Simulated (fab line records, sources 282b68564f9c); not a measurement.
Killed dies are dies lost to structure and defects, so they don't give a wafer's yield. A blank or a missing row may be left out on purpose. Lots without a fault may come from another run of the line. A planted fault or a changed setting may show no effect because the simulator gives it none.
fab line records | flow rit_cmos
record lots=13 wafers=39 last_day=7
route steps=202 shown ACTIVE@15 GATE@84 NLDD@160 M1@202
lots that met no fault: from a run of the same line without faults
start_h: hours from the record's first day to the start of the lot's first wafer shown | wait_h: hours since the lot's step before | " the same as in the row above | L1.1+2: a row that stands for several wafers | - no value, or no start given | * or withheld: withheld | < > ~ a bound
route shown NAME@n: a module of which the file shows steps, and the number in the route of the first | usual: mean/standard deviation of fault-free wafers | same: alike in all rows | chamber/n: place in a boat | sites: the reading at each site | _std_site: their standard deviation | _edge_site: outer sites' mean less inner sites' | radius_mm: how far each site lies from the wafer's centre | mask NAME#n: copy n | behind: the tool/chamber that last shaped the wafer | hold: why the lot was held/for how many hours/how that ended | device: the transistor (n, p or np) that didn't switch | end of line: the same wafers' tests at the end of the route | a step without rows: its recipe alone | killed: dies lost to structure and defects at the first sort, not the wafer's yield | map: a wafer's dies, x killed, . not, _ none there
set.NAME: the setting as run; set.NAME@STEP: as run at that earlier step | model.NAME: the simulator's own value behind a step, which no gauge read
steps of the route over a sample of lots; a table a step, a row a wafer
services: from which hour (start_h, from the record's first day; less than 0 if before it) a tool's chamber was out of use, for how many hours, and why
## steps
# step RIT_ACTIVE_STRIP_14
# recipe chemistry=O2 time_s=180 resist=NOVOLAK platen_temp_c=withheld power_w=500 pressure_mtorr=4000 o2_flow_sccm=4000
# usual drypump_motor_current_A=5.6/0.34
# columns lot.wafer tool chamber start_h wait_h drypump_motor_current_A rf_hours_counter_h
L557.3 plasma_asher-03 1 14.99 0.1 5.7 -
L557.4 " 0 " " 5.7 -
L557.5 " 0 " " 5.7 -
L558.2 plasma_asher-02 1 19.97 0.1 6.2 19
L558.4 " 1 " " 6.2 -
L558.6 " 1 " " 6.2 -
L559.1 plasma_asher-03 1 25.77 0.1 5.7 40
L559.3 " 1 " " 5.7 -
L559.6 " 0 " " 5.8 -
L560.2 plasma_asher-04 0 31.69 0.1 5.1 36
L560.3 " 1 " " 6.0 -
L560.5 " 1 " " 6.0 -
L561.3 plasma_asher-03 1 36.44 0.1 5.7 -
L561.4 " 0 " " 5.7 -
L561.6 " 1 " " 5.7 -
L562.1 plasma_asher-04 1 40.67 0.1 6.0 37
L562.5 " 0 " " 5.1 -
L562.6 " 1 " " 6.0 -
L563.2 plasma_asher-04 0 45.45 0.1 5.1 38
L563.3 " 0 " " 5.1 -
L563.4 " 1 " " 6.0 -
L567.1 plasma_asher-04 0 64.89 0.1 5.1 40
L567.2 " 1 " " 6.0 40
L567.4 " 1 " " 6.0 -
L573.3 plasma_asher-04 1 94.90 0.1 6.0 -
L573.4 " 0 " " 5.1 -
L573.6 " 0 " " 5.1 -
L574.1 plasma_asher-04 1 99.84 0.1 6.0 44
L574.2 " 0 " " 5.1 44
L574.3 " 0 " " 5.1 -
L575.1 plasma_asher-03 0 104.97 0.1 5.7 49
L575.5 " 0 " " 5.8 -
L575.6 " 1 " " 5.7 -
L576.2 plasma_asher-03 0 109.91 0.1 5.8 50
L576.4 " 0 " " 5.7 -
L576.6 " 1 " " 5.7 -
L580.1 plasma_asher-04 1 129.84 0.1 6.0 2
L580.2 " 0 " " 5.1 2
L580.3 " 0 " " 5.1 -
# step RIT_GATE_CVD_08
# recipe material=poly-Si target_thk_nm=250 temp_c=610 precursor=SiH4 time_s=2220 pressure_mtorr=300 sih4_flow_sccm=100
# usual sih4_flow_sccm=99.9/0.31
# columns lot.wafer tool chamber start_h wait_h sih4_flow_sccm
L557.3 lpcvd-01 0 39.31 0.1 99.5
L557.4 " 0 " " 99.8
L557.5 " 0 " " 99.7
L558.2 lpcvd-02 1 41.11 0.3 100.0
L558.4 " 1 " " 100.1
L558.6 " 1 " " 99.5
L559.1 lpcvd-01 1 45.99 0.1 100.1
L559.3 " 1 " " 100.0
L559.6 " 1 " " 99.8
L560.2 lpcvd-01 1 52.79 0.0 100.3
L560.3 " 1 " " 100.4
L560.5 " 1 " " 100.3
L561.3 lpcvd-01 0 54.41 0.1 99.8
L561.4 " 0 " " 100.2
L561.6 " 0 " " 100.2
L562.1 lpcvd-02 1 60.25 0.1 99.7
L562.5 " 1 " " 99.9
L562.6 " 1 " " 100.0
L563.2 lpcvd-02 0 65.71 0.0 99.8
L563.3 " 0 " " 99.3
L563.4 " 0 " " 99.6
L567.1 lpcvd-01 0 88.31 0.1 99.9
L567.2 " 0 " " 99.9
L567.4 " 0 " " 99.8
L573.3 lpcvd-02 0 115.94 0.0 99.9
L573.4 " 0 " " 99.9
L573.6 " 0 " " 99.7
L574.1 lpcvd-02 1 119.20 0.1 99.9
L574.2 " 1 " " 100.0
L574.3 " 1 " " 100.1
L575.1 lpcvd-01 1 124.18 0.1 100.1
L575.5 " 1 " " 100.3
L575.6 " 1 " " 99.9
L576.2 lpcvd-02 1 129.31 0.0 100.0
L576.4 " 1 " " 99.6
L576.6 " 1 " " 99.7
L580.1 lpcvd-01 1 149.59 0.1 100.5
L580.2 " 1 " " 100.5
L580.3 " 1 " " 100.1
# step RIT_GATE_THK_MEAS_09
# recipe reads=poly-Si_of_GATE_CVD_08
# usual GATE_POLY_THK=249.6/2.1
# columns lot.wafer tool chamber start_h wait_h GATE_POLY_THK[nm]
L557.3 film_metro-04 - 40.94 0.0 252.2
L557.4 " - " " 247.7
L557.5 " - " " 249.6
L558.2 film_metro-04 - 42.73 0.0 250.3
L558.4 " - " " 248.1
L558.6 " - " " 249.3
L559.1 film_metro-01 - 47.61 0.0 247.3
L559.3 " - " " 247.9
L559.6 " - " " 246.8
L560.2 film_metro-03 - 54.42 0.0 248.4
L560.3 " - " " 248.3
L560.5 " - " " 246.5
L561.3 film_metro-01 - 56.05 0.0 250.1
L561.4 " - " " 249.0
L561.6 " - " " 250.8
L562.1 film_metro-03 - 61.87 0.0 251.7
L562.5 " - " " 252.5
L562.6 " - " " 251.8
L563.2 film_metro-01 - 67.34 0.0 246.9
L563.3 " - " " 246.4
L563.4 " - " " 244.7
L567.1 film_metro-01 - 89.93 0.0 249.1
L567.2 " - " " 251.3
L567.4 " - " " 251.2
L573.3 film_metro-03 - 117.58 0.0 275.7
L573.4 " - " " 276.0
L573.6 " - " " 276.0
L574.1 film_metro-03 - 120.82 0.0 250.8
L574.2 " - " " 251.9
L574.3 " - " " 249.1
L575.1 film_metro-01 - 125.80 0.0 248.1
L575.5 " - " " 248.2
L575.6 " - " " 248.3
L576.2 film_metro-03 - 130.94 0.0 245.7
L576.4 " - " " 248.2
L576.6 " - " " 248.7
L580.1 film_metro-01 - 151.21 0.0 250.0
L580.2 " - " " 249.0
L580.3 " - " " 248.8
# step RIT_GATE_ETCH_19
# recipe chemistry=SF6/CHF3/O2 time_s=165 SF6_flow_sccm=30 CHF3_flow_sccm=30 O2_flow_sccm=5 target=poly-Si pressure_mtorr=40 rf_w=160 target_depth_a=3125 over_etch_frac=0.25 stop_on=SiO2
# usual O2_flow_sccm=4.999/0.015 drypump_motor_current_A=5.7/0.5 oes_product_au=0.846/0.016 throttle_valve_pct=10.18/0.1
# columns lot.wafer tool chamber start_h wait_h O2_flow_sccm drypump_motor_current_A oes_product_au rf_hours_counter_h throttle_valve_pct
L557.3 rie_si-01 0 42.28 0.1 4.981 5.4 0.853 79 10.11
L557.4 " 1 " " 5.003 5.4 0.843 27 10.18
L557.5 " 0 " " 4.979 5.4 0.845 - 10.11
L558.2 rie_si-02 3 44.09 0.1 5.020 5.3 0.874 122 10.30
L558.4 " 1 " " 5.020 5.6 0.840 16 10.09
L558.6 " 1 " " 5.014 5.6 0.846 - 10.10
L559.1 rie_si-01 2 49.13 0.1 5.016 5.2 0.842 37 10.16
L559.3 " 1 " " 5.011 5.5 0.843 27 10.16
L559.6 " 2 " " 5.010 5.2 0.843 - 10.15
L560.2 rie_si-02 0 55.82 0.1 5.004 6.8 0.873 138 10.14
L560.3 " 2 " " 4.976 6.3 0.829 120 10.12
L560.5 " 2 " " 4.974 6.4 0.832 - 10.11
L561.3 rie_si-01 2 57.44 0.1 5.004 5.1 0.857 37 10.17
L561.4 " 0 " " 5.026 5.4 0.837 79 10.09
L561.6 " 0 " " 5.019 5.4 0.835 - 10.11
L562.1 rie_si-02 0 63.30 0.1 5.006 6.8 0.879 138 10.13
L562.5 " 1 " " 5.022 5.6 0.855 - 10.10
L562.6 " 2 " " 5.011 6.4 0.841 - 10.11
L563.2 rie_si-01 2 68.67 0.1 4.978 5.1 0.842 37 10.16
L563.3 " 1 " " 4.993 5.5 0.838 27 10.18
L563.4 " 0 " " 5.006 5.4 0.824 79 10.11
L567.1 rie_si-01 1 91.14 0.1 4.996 5.5 0.841 27 10.18
L567.2 " 2 " " 4.996 5.2 0.847 37 10.17
L567.4 " 0 " " 5.000 5.4 0.842 80 10.11
L573.3 rie_si-02 1 118.78 0.1 5.002 5.6 0.899 16 10.09
L573.4 " 0 " " 4.969 6.8 0.932 139 10.14
L573.6 " 3 " " 5.014 5.3 0.925 - 10.31
L574.1 rie_si-01 1 122.16 0.1 5.009 5.5 0.845 28 10.16
L574.2 " 0 " " 5.017 5.4 0.847 80 10.10
L574.3 " 3 " " 5.018 5.7 0.835 112 10.41
L575.1 rie_si-02 1 127.01 0.1 4.981 5.6 0.848 16 10.09
L575.5 " 2 " " 4.997 6.4 0.830 - 10.13
L575.6 " 1 " " 5.009 5.7 0.837 - 10.08
L576.2 rie_si-01 2 132.18 0.1 4.970 5.2 0.840 38 10.16
L576.4 " 0 " " 5.008 5.4 0.837 80 10.10
L576.6 " 3 " " 5.007 5.7 0.822 - 10.41
L580.1 rie_si-01 0 152.74 0.1 4.990 5.4 0.835 80 10.12
L580.2 " 1 " " 5.002 5.5 0.847 28 10.16
L580.3 " 2 " " 4.987 5.1 0.844 38 10.17
# step RIT_GATE_CD_MEAS_90
# recipe target_cd_nm=150
# usual cd_nm=149.7/2.7
# columns lot.wafer tool chamber start_h wait_h cd_nm
L557.3 cd_sem-02 - 42.61 0.1 149.5
L557.4 " - " " 149.8
L557.5 " - " " 148.4
L558.2 cd_sem-02 - 44.40 0.1 149.9
L558.4 " - " " 149.4
L558.6 " - " " 148.9
L559.1 cd_sem-02 - 49.41 0.1 147.8
L559.3 " - " " 147.5
L559.6 " - " " 147.9
L560.2 cd_sem-02 - 56.12 0.1 149.3
L560.3 " - " " 151.6
L560.5 " - " " 149.0
L561.3 cd_sem-02 - 57.76 0.1 152.7
L561.4 " - " " 154.6
L561.6 " - " " 154.6
L562.1 cd_sem-01 - 63.58 0.1 146.6
L562.5 " - " " 147.0
L562.6 " - " " 149.3
L563.2 cd_sem-01 - 68.98 0.1 149.0
L563.3 " - " " 148.8
L563.4 " - " " 148.6
L567.1 cd_sem-02 - 91.43 0.1 149.8
L567.2 " - " " 150.6
L567.4 " - " " 148.2
L573.3 cd_sem-01 - 119.10 0.1 150.9
L573.4 " - " " 150.6
L573.6 " - " " 150.8
L574.1 cd_sem-01 - 122.44 0.1 147.5
L574.2 " - " " 146.1
L574.3 " - " " 146.1
L575.1 cd_sem-01 - 127.30 0.1 144.9
L575.5 " - " " 144.4
L575.6 " - " " 146.6
L576.2 cd_sem-02 - 132.48 0.1 148.2
L576.4 " - " " 146.4
L576.6 " - " " 149.0
L580.1 cd_sem-01 - 153.03 0.1 148.9
L580.2 " - " " 148.8
L580.3 " - " " 149.2
# step RIT_SDANNEAL_RS_MEAS_07
# recipe thk_meas_gauge=four-point-probe
# usual NLDD_RS=151.8/0.57
# columns lot.wafer tool chamber start_h wait_h NLDD_RS[ohm/sq]
L557.3 film_metro-01 - 55.04 0.1 151.9
L557.4 " - " " 151.7
L557.5 " - " " 151.5
L558.2 film_metro-01 - 58.26 0.1 151.3
L558.4 " - " " 152.1
L558.6 " - " " 151.2
L559.1 film_metro-04 - 61.95 0.1 152.1
L559.3 " - " " 151.6
L559.6 " - " " 151.4
L560.2 film_metro-04 - 68.47 0.1 151.1
L560.3 " - " " 150.9
L560.5 " - " " 151.5
L561.3 film_metro-01 - 70.37 0.1 151.2
L561.4 " - " " 151.7
L561.6 " - " " 151.7
L562.1 film_metro-04 - 77.08 0.1 151.8
L562.5 " - " " 152.0
L562.6 " - " " 152.4
L563.2 film_metro-04 - 82.38 0.1 152.6
L563.3 " - " " 152.2
L563.4 " - " " 152.6
L567.1 film_metro-02 - 104.15 0.1 151.2
L567.2 " - " " 151.1
L567.4 " - " " 151.0
L573.3 film_metro-02 - 131.47 0.1 152.0
L573.4 " - " " 151.7
L573.6 " - " " 151.9
L574.1 film_metro-01 - 135.55 0.1 152.6
L574.2 " - " " 152.7
L574.3 " - " " 152.3
L575.1 film_metro-02 - 140.15 0.1 151.5
L575.5 " - " " 151.7
L575.6 " - " " 151.4
L576.2 film_metro-04 - 145.27 0.1 151.4
L576.4 " - " " 151.5
L576.6 " - " " 150.6
L580.1 film_metro-01 - 165.32 0.1 151.4
L580.2 " - " " 151.5
L580.3 " - " " 151.5
# step RIT_M1_PROBE_99
# usual killed_at_contacts=0.1/0.26 killed_at_front_end=7/3.2 killed_dies=7/3.2 killed_open=3.2/2.1 killed_short=3.7/2.1
# same gross_dies=264 killed_at_M0_to_M3=0 killed_at_M4_up=0 killed_at_back_side=0 killed_at_other=0
# columns lot.wafer tool chamber start_h wait_h killed_at_contacts killed_at_front_end killed_dies killed_open killed_short
L557.3 prober-02 - 62.93 0.2 0 15 15 6 9
L557.4 prober-02 - 62.98 0.2 0 12 12 8 4
L557.5 prober-02 - 63.03 0.2 0 5 5 2 3
L558.2 prober-01 - 65.57 0.1 0 6 6 3 3
L558.4 prober-01 - 65.67 0.2 0 5 5 1 4
L558.6 prober-01 - 65.77 0.2 0 3 3 2 1
L559.1 prober-02 - 69.21 0.1 0 9 9 5 4
L559.3 prober-02 - 69.31 0.2 0 2 2 0 2
L559.6 prober-02 - 69.46 0.2 0 5 5 1 4
L560.2 prober-01 - 75.95 0.1 0 6 6 3 3
L560.3 prober-01 - 76.00 0.2 0 7 7 4 3
L560.5 prober-01 - 76.10 0.2 0 11 11 3 8
L561.3 prober-02 - 77.79 0.2 2 15 17 11 6
L561.4 prober-02 - 77.84 0.2 0 8 8 4 4
L561.6 prober-02 - 77.94 0.2 0 6 6 3 3
L562.1 prober-01 - 84.52 0.1 0 11 11 5 6
L562.5 prober-01 - 84.72 0.2 0 7 7 4 3
L562.6 prober-01 - 84.77 0.2 0 6 6 4 2
L563.2 prober-02 - 89.78 0.1 0 7 7 2 5
L563.3 prober-02 - 89.83 0.2 0 10 10 2 7
L563.4 prober-02 - 89.88 0.2 0 7 7 3 4
L567.1 prober-02 - 111.65 0.1 0 5 5 2 3
L567.2 prober-02 - 111.70 0.1 0 2 2 0 2
L567.4 prober-02 - 111.80 0.2 0 5 5 2 3
L573.3 prober-02 - 138.66 0.2 0 10 10 7 3
L573.4 prober-02 - 138.71 0.2 0 4 4 2 2
L573.6 prober-02 - 138.81 0.2 0 3 3 3 0
L574.1 prober-01 - 142.61 0.1 0 5 5 3 2
L574.2 prober-01 - 142.66 0.1 0 7 7 3 4
L574.3 prober-01 - 142.71 0.2 0 4 4 2 2
L575.1 prober-02 - 148.63 0.1 0 2 2 1 1
L575.5 prober-02 - 148.83 0.2 0 4 4 2 2
L575.6 prober-02 - 148.88 0.2 0 11 11 6 5
L576.2 prober-01 - 153.72 0.1 0 11 11 5 5
L576.4 prober-01 - 153.82 0.2 0 16 16 8 8
L576.6 prober-01 - 153.92 0.2 0 8 8 2 5
L580.1 prober-01 - 172.69 0.1 0 5 5 5 0
L580.2 prober-01 - 172.74 0.1 0 7 7 3 4
L580.3 prober-01 - 172.79 0.2 0 6 6 2 4
# killed by level:class
L557.3 GATE:geometric_particle:short=3 SPACER:geometric_particle:short=3 FOX1:geometric_particle:open=2 GATE:geometric_particle:open=2 FOX1:geometric_particle:short=1 REOX:geometric_particle:short=1 REOX:geometric_particle:open=1 SILICIDE:geometric_particle:short=1
L557.4 GATE:geometric_particle:short=4 GATE:geometric_particle:open=3 SPACER:geometric_particle:open=3 FOX1:geometric_particle:open=1 SILICIDE:geometric_particle:open=1
L557.5 FOX1:geometric_particle:short=2 SILICIDE:geometric_particle:open=1 REOX:geometric_particle:short=1 SPACER:geometric_particle:open=1
L558.2 REOX:geometric_particle:open=2 FOX2:geometric_particle:short=1 REOX:geometric_particle:short=1 SPACER:geometric_particle:open=1 SPACER:geometric_particle:short=1
L558.4 FOX1:geometric_particle:short=1 FOX2:geometric_particle:short=1 GATE:geometric_particle:short=1 GATE:geometric_particle:open=1 SPACER:geometric_particle:short=1
L558.6 FOX2:geometric_particle:open=2 REOX:geometric_particle:short=1
L559.1 GATE:geometric_particle:open=2 SPACER:geometric_particle:short=2 FOX1:geometric_particle:open=1 FOX2:geometric_particle:short=1 FOX2:geometric_particle:open=1 GATE:geometric_particle:short=1 SPACER:geometric_particle:open=1
L559.3 GATE:geometric_particle:short=2
L559.6 GATE:geometric_particle:short=2 FOX1:geometric_particle:short=1 FOX1:geometric_particle:open=1 REOX:geometric_particle:short=1
L560.2 GATE:geometric_particle:open=3 GATE:geometric_particle:short=2 SPACER:geometric_particle:short=1
L560.3 GATE:geometric_particle:short=2 REOX:geometric_particle:open=2 FOX2:geometric_particle:open=1 GATE:geometric_particle:open=1 REOX:geometric_particle:short=1
L560.5 GATE:geometric_particle:short=3 SPACER:geometric_particle:short=3 GATE:geometric_particle:open=2 FOX2:geometric_particle:short=1 REOX:geometric_particle:short=1 REOX:geometric_particle:open=1
L561.3 SPACER:geometric_particle:open=6 FOX1:geometric_particle:short=2 REOX:geometric_particle:short=2 CONTACT:geometric_particle:open=2 FOX1:geometric_particle:open=1 GATE:geometric_particle:open=1 GATE:geometric_particle:short=1 SPACER:geometric_particle:short=1
L561.4 GATE:geometric_particle:open=3 SILICIDE:geometric_particle:short=2 FOX2:geometric_particle:open=1 GATE:geometric_particle:short=1 SPACER:geometric_particle:short=1
L561.6 GATE:geometric_particle:short=1 GATE:geometric_particle:open=1 REOX:geometric_particle:open=1 REOX:geometric_particle:short=1 SPACER:geometric_particle:open=1 SILICIDE:geometric_particle:short=1
L562.1 GATE:geometric_particle:short=4 GATE:geometric_particle:open=3 SPACER:geometric_particle:open=2 FOX1:geometric_particle:short=1 SPACER:geometric_particle:short=1
L562.5 GATE:geometric_particle:short=2 GATE:geometric_particle:open=2 REOX:geometric_particle:open=1 SPACER:geometric_particle:open=1 SILICIDE:geometric_particle:short=1
L562.6 SPACER:geometric_particle:open=2 FOX1:geometric_particle:open=1 FOX2:geometric_particle:short=1 GATE:geometric_particle:open=1 GATE:geometric_particle:short=1
L563.2 FOX1:geometric_particle:short=3 GATE:geometric_particle:open=1 GATE:geometric_particle:short=1 REOX:geometric_particle:short=1 REOX:geometric_particle:open=1
L563.3 FOX1:geometric_particle:short=3 GATE:geometric_particle:short=2 FOX2:geometric_particle:short=1 GATE:geometric_particle:open=1 SILICIDE:geometric_particle:open=1 SILICIDE:geometric_particle:short=1 ACTIVE:coat_microbubble_printed=1
L563.4 GATE:geometric_particle:short=2 SILICIDE:geometric_particle:open=2 FOX1:geometric_particle:open=1 REOX:geometric_particle:short=1 SILICIDE:geometric_particle:short=1
L567.1 GATE:geometric_particle:short=2 FOX2:geometric_particle:open=1 FOX2:geometric_particle:short=1 GATE:geometric_particle:open=1
L567.2 FOX2:geometric_particle:short=1 SPACER:geometric_particle:short=1
L567.4 ACTIVE:geometric_particle:short=1 FOX2:geometric_particle:open=1 GATE:geometric_particle:short=1 GATE:geometric_particle:open=1 SPACER:geometric_particle:short=1
L573.3 GATE:geometric_particle:open=4 REOX:geometric_particle:short=2 REOX:geometric_particle:open=2 GATE:geometric_particle:short=1 SPACER:geometric_particle:open=1
L573.4 FOX1:geometric_particle:short=1 GATE:geometric_particle:open=1 REOX:geometric_particle:short=1 SPACER:geometric_particle:open=1
L573.6 GATE:geometric_particle:open=2 SILICIDE:geometric_particle:open=1
L574.1 FOX1:geometric_particle:open=1 GATE:geometric_particle:open=1 GATE:geometric_particle:short=1 REOX:geometric_particle:short=1 SILICIDE:geometric_particle:open=1
L574.2 GATE:geometric_particle:short=2 REOX:geometric_particle:open=2 REOX:geometric_particle:short=1 SPACER:geometric_particle:short=1 SILICIDE:geometric_particle:open=1
L574.3 SILICIDE:geometric_particle:open=2 REOX:geometric_particle:short=1 SILICIDE:geometric_particle:short=1
L575.1 SILICIDE:geometric_particle:open=1 SILICIDE:geometric_particle:short=1
L575.5 GATE:geometric_particle:open=1 GATE:geometric_particle:short=1 REOX:geometric_particle:short=1 SPACER:geometric_particle:open=1
L575.6 SILICIDE:geometric_particle:short=3 SILICIDE:geometric_particle:open=3 GATE:geometric_particle:open=2 ACTIVE:geometric_particle:short=1 GATE:geometric_particle:short=1 REOX:geometric_particle:open=1
L576.2 GATE:geometric_particle:open=2 GATE:geometric_particle:short=2 FOX1:geometric_particle:short=1 FOX2:geometric_particle:open=1 FOX2:geometric_particle:short=1 REOX:geometric_particle:open=1 SILICIDE:geometric_particle:open=1 SILICIDE:geometric_particle:short=1
L576.4 FOX2:geometric_particle:short=3 FOX2:geometric_particle:open=3 GATE:geometric_particle:short=2 GATE:geometric_particle:open=2 REOX:geometric_particle:short=2 FOX1:geometric_particle:open=1 REOX:geometric_particle:open=1 SPACER:geometric_particle:short=1
L576.6 GATE:geometric_particle:short=2 REOX:geometric_particle:short=2 GATE:geometric_particle:open=1 REOX:geometric_particle:open=1 SPACER:geometric_particle:short=1 PSD:coat_microbubble_printed=1
L580.1 FOX1:geometric_particle:open=2 GATE:geometric_particle:open=2 REOX:geometric_particle:open=1
L580.2 GATE:geometric_particle:open=2 GATE:geometric_particle:short=2 FOX1:geometric_particle:short=1 SPACER:geometric_particle:short=1 SPACER:geometric_particle:open=1
L580.3 GATE:geometric_particle:short=3 GATE:geometric_particle:open=2 SILICIDE:geometric_particle:short=1
## services
# columns tool chamber start_h hours kind
rie_si-02 2 29.81 7.9 repair
lpcvd-01 - 33.71 0.5 repair
rie_si-02 - 90.27 4.3 pm
plasma_asher-02 - 92.79 55.8 repair
plasma_asher-04 - 108.92 9.0 pm
plasma_asher-04 0 108.92 9.0 vent_cycle
plasma_asher-04 1 108.92 9.0 vent_cycle
rie_si-01 - 117.84 2.8 pm
plasma_asher-04 0 117.92 - clean
plasma_asher-04 1 117.92 - clean
rie_si-02 3 134.17 6.9 repair
## key
first_sign step=RIT_GATE_THK_MEAS_09 reading=GATE_POLY_THK direction=up sigmas=13 usual=249.6 struck=275.9
effect step=RIT_GATE_ETCH_19 reading=oes_product_au direction=up sigmas=4.5 usual=0.846 struck=0.919
met_at RIT_GATE_CVD_08
struck_lots L573
struck_wafers L573.3,L573.4,L573.6
tester_left_out L573
not_acting_at RIT_ACTIVE_STRIP_14,RIT_GATE_CD_MEAS_90,RIT_SDANNEAL_RS_MEAS_07
onset_between 65.71 115.94
fault kind=process_parameter_drift tool=lpcvd-02 chamber=0 onset_h=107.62 steps=RIT_GATE_CVD_08 channel=time_s offset=* shape=step end_h=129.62 acts_in=* stated=*
# tester_left_out: of these lots the tester's yield and bins aren't shown, on N5 and GAA mostly nor the transistor test; their killed dies are dies lost to structure and defects alone, not to doping, threshold or leakage, so they don't give the yield
